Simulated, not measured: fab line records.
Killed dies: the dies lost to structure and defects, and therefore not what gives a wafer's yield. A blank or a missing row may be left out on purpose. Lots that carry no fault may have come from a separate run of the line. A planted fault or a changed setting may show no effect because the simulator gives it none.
fab line records	flow ritCmos
[record] lots = 14	wafers = 42	lastDay = 8
route steps=202 shown GATE@75 FOX2@80
lots with no fault: from the same line, run without faults
startH: hours from the record's opening day to when the first of the lot's shown wafers began	waitH: hours elapsed since this lot's preceding step	" repeats the value in the row above	L1.1+2: a row that stands for several wafers	- either no value or no given start	* or withheld: withheld	< > ~ a bound
route shown NAME@n: NAME is a module with steps in the file, n the number in the route of the first one	usual: average and standard deviation across the fault-free wafers	same: alike in all rows	chamber/n: place in a boat	sites: per-site readings	_std_site: standard deviation across them	_edge_site: outer sites' mean less inner sites'	radiusMm: for every site, how far away it sits from the centre of the wafer	mask NAME#n: copy n	behind: tool/chamber where the wafer was last shaped	hold: what put the lot on hold/how long, in hours/how the hold closed	device: which transistor (n, p or np) failed to switch	end of line: tests of these same wafers at the route's end	where a step has no rows: the recipe by itself	killed: dies lost to structure and defects at the first sort, not the wafer's yield	map: a wafer's dies, x killed, . not, _ none there
set.NAME: the setting as run; set.NAME@STEP: as run at that earlier step	model.NAME: the simulator's own value behind a step, which no gauge read
the route's steps for a sample of lots (tables are steps, rows are wafers)
[[steps]]
[step RIT_GATE_WET_ETCH_00]
[recipe] chemistry = BOE	target = SiO2	targetDepthNm = 56	timeS = 60	dry = n2Spin	dilution = 10:1	tempC = 21.5
[usual] runLengthS = 89/3.1
lot.wafer	tool	chamber	startH	waitH	runLengthS
L363.2	wetBench-01	0	32.23	0.0	87
L363.3	"	0	"	"	87
L363.4	"	0	"	"	87
L364.2	wetBench-04	2	36.41	0.0	88
L364.3	"	2	"	"	88
L364.6	"	2	"	"	88
L365.1	wetBench-04	1	42.10	0.1	87
L365.2	"	1	"	"	87
L365.6	"	1	"	"	87
L366.2	wetBench-01	2	47.24	0.0	93
L366.3	"	2	"	"	93
L366.5	"	2	"	"	93
L367.1	wetBench-03	2	54.40	0.1	92
L367.4	"	2	"	"	92
L367.5	"	2	"	"	92
L368.1	wetBench-04	1	56.48	0.1	87
L368.3	"	1	"	"	87
L368.6	"	1	"	"	87
L369.1	wetBench-03	3	62.83	0.1	92
L369.3	"	3	"	"	92
L369.4	"	3	"	"	92
L370.1	wetBench-04	1	66.78	0.1	93
L370.4	"	1	"	"	93
L370.6	"	1	"	"	93
L371.2	wetBench-04	2	73.00	0.0	87
L371.4	"	2	"	"	87
L371.6	"	2	"	"	87
L372.2	wetBench-04	2	79.30	0.0	52
L372.3	"	2	"	"	52
L372.4	"	2	"	"	52
L375.2	wetBench-04	2	91.62	0.0	46
L375.3	"	2	"	"	46
L375.4	"	2	"	"	46
L382.1	wetBench-01	2	130.25	0.1	88
L382.2	"	2	"	"	88
L382.4	"	2	"	"	88
L384.1	wetBench-01	2	144.11	0.1	87
L384.4	"	2	"	"	87
L384.5	"	2	"	"	87
L386.1	wetBench-01	0	156.91	0.1	86
L386.2	"	0	"	"	86
L386.6	"	0	"	"	86
[step RIT_FOX2_THK_MEAS_91]
[recipe] reads = SiO2_of_FOX2_OXIDATION_00
[usual] FIELD_OXIDE_LEFT_2_THK = 253/5.8
lot.wafer	tool	chamber	startH	waitH	FIELD_OXIDE_LEFT_2_THK[nm]
L363.2	filmMetro-01	-	32.68	0.0	256
L363.3	"	-	"	"	264
L363.4	"	-	"	"	258
L364.2	filmMetro-01	-	37.32	0.0	244
L364.3	"	-	"	"	249
L364.6	"	-	"	"	246
L365.1	filmMetro-03	-	42.56	0.0	263
L365.2	"	-	"	"	263
L365.6	"	-	"	"	259
L366.2	filmMetro-01	-	47.71	0.0	254
L366.3	"	-	"	"	257
L366.5	"	-	"	"	260
L367.1	filmMetro-03	-	54.82	0.0	258
L367.4	"	-	"	"	259
L367.5	"	-	"	"	256
L368.1	filmMetro-01	-	56.90	0.0	255
L368.3	"	-	"	"	254
L368.6	"	-	"	"	252
L369.1	filmMetro-03	-	63.27	0.0	250
L369.3	"	-	"	"	247
L369.4	"	-	"	"	250
L370.1	filmMetro-03	-	67.22	0.0	243
L370.4	"	-	"	"	244
L370.6	"	-	"	"	239
L371.2	filmMetro-03	-	73.44	0.0	256
L371.4	"	-	"	"	260
L371.6	"	-	"	"	252
L372.2	filmMetro-03	-	79.78	0.0	290
L372.3	"	-	"	"	286
L372.4	"	-	"	"	289
L375.2	filmMetro-03	-	92.04	0.0	294
L375.3	"	-	"	"	294
L375.4	"	-	"	"	289
L382.1	filmMetro-03	-	130.66	0.0	252
L382.2	"	-	"	"	251
L382.4	"	-	"	"	255
L384.1	filmMetro-01	-	144.54	0.0	254
L384.4	"	-	"	"	254
L384.5	"	-	"	"	254
L386.1	filmMetro-03	-	157.35	0.0	245
L386.2	"	-	"	"	245
L386.6	"	-	"	"	248
[[key]]
[firstSign] step = RIT_GATE_WET_ETCH_00	reading = runLengthS	direction = down	sigmas = 13	usual = *	struck = *
[effect] step = RIT_FOX2_THK_MEAS_91	reading = FIELD_OXIDE_LEFT_2_THK	direction = up	sigmas = 6.3	usual = 253	struck = 290
metAt RIT_GATE_WET_ETCH_00
struckLots L372,L375
struckWafers L372.2,L372.3,L372.4,L375.2,L375.3,L375.4
laterRowsLeftOut L372.2,L372.3,L372.4,L375.2,L375.3,L375.4
sortLeftOut L372.2,L372.3,L372.4,L375.2,L375.3,L375.4
testerLeftOut L372,L375
onsetBetween 73.00 79.30
[fault] kind = processParameterDrift	tool = wetBench-04	chamber = 2	onsetH = 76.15	steps = RIT_GATE_WET_ETCH_00	channel = timeS	offset = *	shape = step	endH = 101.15	actsIn = *	stated = *
// testerLeftOut: of these lots the tester's yield and bins aren't shown, on N5 and GAA mostly nor the transistor test; their killed dies are dies lost to structure and defects alone, not to doping, threshold or leakage, so they don't give the yield
// sortLeftOut: the simulated sort isn't trusted on such a fault, so these wafers' sort isn't shown, and their yield isn't known
// laterRowsLeftOut: the simulator's readings of these wafers behind a module that went badly wrong aren't trusted and aren't shown, but for the sort
